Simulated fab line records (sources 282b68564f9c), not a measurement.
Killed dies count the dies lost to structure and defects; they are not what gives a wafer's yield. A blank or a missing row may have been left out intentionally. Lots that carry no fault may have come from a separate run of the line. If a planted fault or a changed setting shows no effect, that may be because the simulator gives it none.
Which tool is to blame? :: flow rit_cmos :: 14 lots with 42 wafers sampled at 4 steps, on a route of 202 steps

WHAT EACH GAUGE READ, for each wafer
RIT_ACTIVE_CD_MEAS_90 targets a cd of 1400 nm. Usual: cd_nm reads 1400.0 nm (standard deviation 2).
lot: L401
measured: day 1 20:50
on: cd_sem-02
cd_nm (nm): 1397.2 1399.6 1400.7
flag: 

lot: L402
measured: day 2 01:50
on: cd_sem-02
cd_nm (nm): 1397.8 1402.8 1402.3
flag: 

lot: L403
measured: day 2 06:48
on: cd_sem-01
cd_nm (nm): 1403.6 1403.4 1402.4
flag: 

lot: L405
measured: day 2 17:02
on: cd_sem-01
cd_nm (nm): 1400.2 1396.4 1397.0
flag: 

lot: L406
measured: day 3 04:43
on: cd_sem-02
cd_nm (nm): 1399.9 1399.1 1398.7
flag: 

lot: L407
measured: day 3 04:47
on: cd_sem-01
cd_nm (nm): 1400.1 1401.6 1399.0
flag: 

lot: L413
measured: day 4 08:04
on: cd_sem-02
cd_nm (nm): 1402.3 1396.7 1400.6
flag: 

lot: L414
measured: day 4 14:07
on: cd_sem-01
cd_nm (nm): 1400.3 1398.9 1399.5
flag: 

lot: L418
measured: day 5 11:34
on: cd_sem-01
cd_nm (nm): 1398.8 1398.9 1397.9
flag: 

lot: L419
measured: day 5 14:02
on: cd_sem-01
cd_nm (nm): 1399.5 1400.6 1398.6
flag: 

lot: L420
measured: day 5 19:11
on: cd_sem-01
cd_nm (nm): 1400.2 1402.3 1401.2
flag: 

lot: L421
measured: day 6 00:47
on: cd_sem-01
cd_nm (nm): 1400.9 1402.2 1400.6
flag: 

lot: L422
measured: day 6 05:44
on: cd_sem-02
cd_nm (nm): 1398.3 1398.7 1397.9
flag: 

lot: L423
measured: day 6 10:07
on: cd_sem-02
cd_nm (nm): 1402.9 1401.7 1402.2
flag: 

RIT_NSD_TW_MEAS_10. Usual: for NSD_TW the level is 3093 and the standard deviation is 29.
lot: L401
measured: day 3 10:44
on: film_metro-04
NSD_TW: 3117 3106 3114
flag: 

lot: L402
measured: day 3 19:34
on: film_metro-02
NSD_TW: 3062 3076 3062
flag: 

lot: L403
measured: day 3 19:31
on: film_metro-03
NSD_TW: 3125 3121 3111
flag: 

lot: L405
measured: day 4 01:52
on: film_metro-03
NSD_TW: 3390 3380 3370
flag: OFF

lot: L406
measured: day 4 14:04
on: film_metro-04
NSD_TW: 3124 3146 3128
flag: 

lot: L407
measured: day 4 17:43
on: film_metro-02
NSD_TW: 3339 3344 3367
flag: OFF

lot: L413
measured: day 5 19:23
on: film_metro-02
NSD_TW: 3053 3053 3047
flag: 

lot: L414
measured: day 5 22:06
on: film_metro-04
NSD_TW: 3120 3129 3118
flag: 

lot: L418
measured: day 6 19:07
on: film_metro-03
NSD_TW: 3129 3135 3129
flag: 

lot: L419
measured: day 6 23:15
on: film_metro-04
NSD_TW: 3117 3119 3138
flag: 

lot: L420
measured: day 7 04:17
on: film_metro-04
NSD_TW: 3086 3090 3092
flag: 

lot: L421
measured: day 7 09:31
on: film_metro-03
NSD_TW: 3100 3102 3107
flag: 

lot: L422
measured: day 7 14:55
on: film_metro-02
NSD_TW: 3062 3068 3066
flag: 

lot: L423
measured: day 7 18:39
on: film_metro-04
NSD_TW: 3088 3086 3071
flag: 

RIT_SDANNEAL_RS_MEAS_05: a four-point-probe measurement. Usual: for NSD_RS the level is 84.7 ohm/sq and the standard deviation is 0.32.
lot: L401
measured: day 3 13:00
on: film_metro-02
NSD_RS (ohm/sq): 85.4 85.3 85.1
flag: 

lot: L402
measured: day 3 22:13
on: film_metro-04
NSD_RS (ohm/sq): 84.5 84.2 84.2
flag: 

lot: L403
measured: day 3 21:52
on: film_metro-03
NSD_RS (ohm/sq): 84.5 84.6 84.3
flag: 

lot: L405
measured: day 4 04:01
on: film_metro-02
NSD_RS (ohm/sq): 60.4 60.6 60.4
flag: OFF

lot: L406
measured: day 4 16:07
on: film_metro-02
NSD_RS (ohm/sq): 84.6 84.4 84.6
flag: 

lot: L407
measured: day 4 19:47
on: film_metro-02
NSD_RS (ohm/sq): 60.3 60.3 60.1
flag: OFF

lot: L413
measured: day 5 21:37
on: film_metro-03
NSD_RS (ohm/sq): 84.7 84.7 84.9
flag: 

lot: L414
measured: day 6 00:13
on: film_metro-02
NSD_RS (ohm/sq): 85.0 85.2 85.1
flag: 

lot: L418
measured: day 6 21:17
on: film_metro-02
NSD_RS (ohm/sq): 84.9 84.7 84.6
flag: 

lot: L419
measured: day 7 01:24
on: film_metro-02
NSD_RS (ohm/sq): 84.6 84.5 84.6
flag: 

lot: L420
measured: day 7 06:28
on: film_metro-04
NSD_RS (ohm/sq): 84.9 85.0 84.8
flag: 

lot: L421
measured: day 7 11:34
on: film_metro-03
NSD_RS (ohm/sq): 85.1 85.0 84.7
flag: 

lot: L422
measured: day 7 16:59
on: film_metro-02
NSD_RS (ohm/sq): 84.9 84.6 84.8
flag: 

lot: L423
measured: day 7 20:41
on: film_metro-02
NSD_RS (ohm/sq): 84.4 84.5 84.4
flag: 

TOOL THAT RAN EACH LOT (tool first, then ch and the chambers of the sampled wafers, then the start)
lot: L401
RIT_NSD_IMPLANT_08: implanter-03 ch 0, day 3 10:25

lot: L402
RIT_NSD_IMPLANT_08: implanter-04 ch 0, day 3 19:14

lot: L403
RIT_NSD_IMPLANT_08: implanter-03 ch 0, day 3 19:12

lot: L405
RIT_NSD_IMPLANT_08: implanter-03 ch 0, day 4 01:34

lot: L406
RIT_NSD_IMPLANT_08: implanter-04 ch 0, day 4 13:46

lot: L407
RIT_NSD_IMPLANT_08: implanter-03 ch 0, day 4 17:24

lot: L413
RIT_NSD_IMPLANT_08: implanter-04 ch 0, day 5 19:05

lot: L414
RIT_NSD_IMPLANT_08: implanter-04 ch 0, day 5 21:49

lot: L418
RIT_NSD_IMPLANT_08: implanter-04 ch 0, day 6 18:49

lot: L419
RIT_NSD_IMPLANT_08: implanter-03 ch 0, day 6 22:55

lot: L420
RIT_NSD_IMPLANT_08: implanter-02 ch 0, day 7 03:59

lot: L421
RIT_NSD_IMPLANT_08: implanter-03 ch 0, day 7 09:14

lot: L422
RIT_NSD_IMPLANT_08: implanter-04 ch 0, day 7 14:36

lot: L423
RIT_NSD_IMPLANT_08: implanter-02 ch 0, day 7 18:20
- RIT_NSD_IMPLANT_08

WHAT THE TOOLS THEMSELVES READ (means of the sampled wafers that have a number; where no wafer has one, the mark that the record gives instead)
RIT_NSD_IMPLANT_08. Usual: dose_ions_cm2 1e+15, standard deviation 9.8e+11; end_station_pressure_torr 7.6e-06 Torr, standard deviation 3.9e-07; faraday_current_uA 3134, standard deviation 64.
lot: L401
tool: implanter-03
dose_ions_cm2: 1e+15
end_station_pressure_torr (Torr): 8.0e-06
faraday_current_uA: 3093
flag: 

lot: L402
tool: implanter-04
dose_ions_cm2: 1e+15
end_station_pressure_torr (Torr): 8.0e-06
faraday_current_uA: 3155
flag: 

lot: L403
tool: implanter-03
dose_ions_cm2: 1e+15
end_station_pressure_torr (Torr): 7.4e-06
faraday_current_uA: 3112
flag: 

lot: L405
tool: implanter-03
dose_ions_cm2: 2e+15
end_station_pressure_torr (Torr): 8.7e-06
faraday_current_uA: 5044
flag: OFF

lot: L406
tool: implanter-04
dose_ions_cm2: 1e+15
end_station_pressure_torr (Torr): 7.7e-06
faraday_current_uA: 3144
flag: 

lot: L407
tool: implanter-03
dose_ions_cm2: 2e+15
end_station_pressure_torr (Torr): 9.6e-06
faraday_current_uA: 4926
flag: OFF

lot: L413
tool: implanter-04
dose_ions_cm2: 1e+15
end_station_pressure_torr (Torr): 7.8e-06
faraday_current_uA: 3138
flag: 

lot: L414
tool: implanter-04
dose_ions_cm2: 1e+15
end_station_pressure_torr (Torr): 8.0e-06
faraday_current_uA: 3053
flag: 

lot: L418
tool: implanter-04
dose_ions_cm2: 1e+15
end_station_pressure_torr (Torr): 7.6e-06
faraday_current_uA: 3123
flag: 

lot: L419
tool: implanter-03
dose_ions_cm2: 1e+15
end_station_pressure_torr (Torr): 7.5e-06
faraday_current_uA: 3206
flag: 

lot: L420
tool: implanter-02
dose_ions_cm2: 1e+15
end_station_pressure_torr (Torr): 7.7e-06
faraday_current_uA: 3110
flag: 

lot: L421
tool: implanter-03
dose_ions_cm2: 1e+15
end_station_pressure_torr (Torr): 7.4e-06
faraday_current_uA: 3131
flag: 

lot: L422
tool: implanter-04
dose_ions_cm2: 1e+15
end_station_pressure_torr (Torr): 7.5e-06
faraday_current_uA: 3118
flag: 

lot: L423
tool: implanter-02
dose_ions_cm2: 1e+15
end_station_pressure_torr (Torr): 7.3e-06
faraday_current_uA: 3163
flag: 

THE ANSWER, worked out from the rows above alone
Rule: take the mean of a lot's wafers that have a number; if it is more than 3 standard deviations from the usual mean, the lot is off. A lot without any number at a reading at which 4 lots or more have one is off too. Where the step has rows for the other lots, those lots are counted as sound. The gauges are gone through in route order, then the tools' own readings, and for those a lot's mean is taken as printed above. The first step at which some lot is off is used, and at that step the reading that is off furthest; a lot without a number counts as furthest.
Off: L405, L407, seen at RIT_NSD_TW_MEAS_10 (NSD_TW).
If a tool, at a process step before that reading, ran all the lots that are off and no sound lot after the first of them, it fits. The gauges at RIT_NSD_TW_MEAS_10 aren't tried: what is off there is off at RIT_NSD_IMPLANT_08 too, on other tools, and a gauge's error can't cause that. None of those tried fits.

WHAT THE SIMULATOR HAD PUT IN
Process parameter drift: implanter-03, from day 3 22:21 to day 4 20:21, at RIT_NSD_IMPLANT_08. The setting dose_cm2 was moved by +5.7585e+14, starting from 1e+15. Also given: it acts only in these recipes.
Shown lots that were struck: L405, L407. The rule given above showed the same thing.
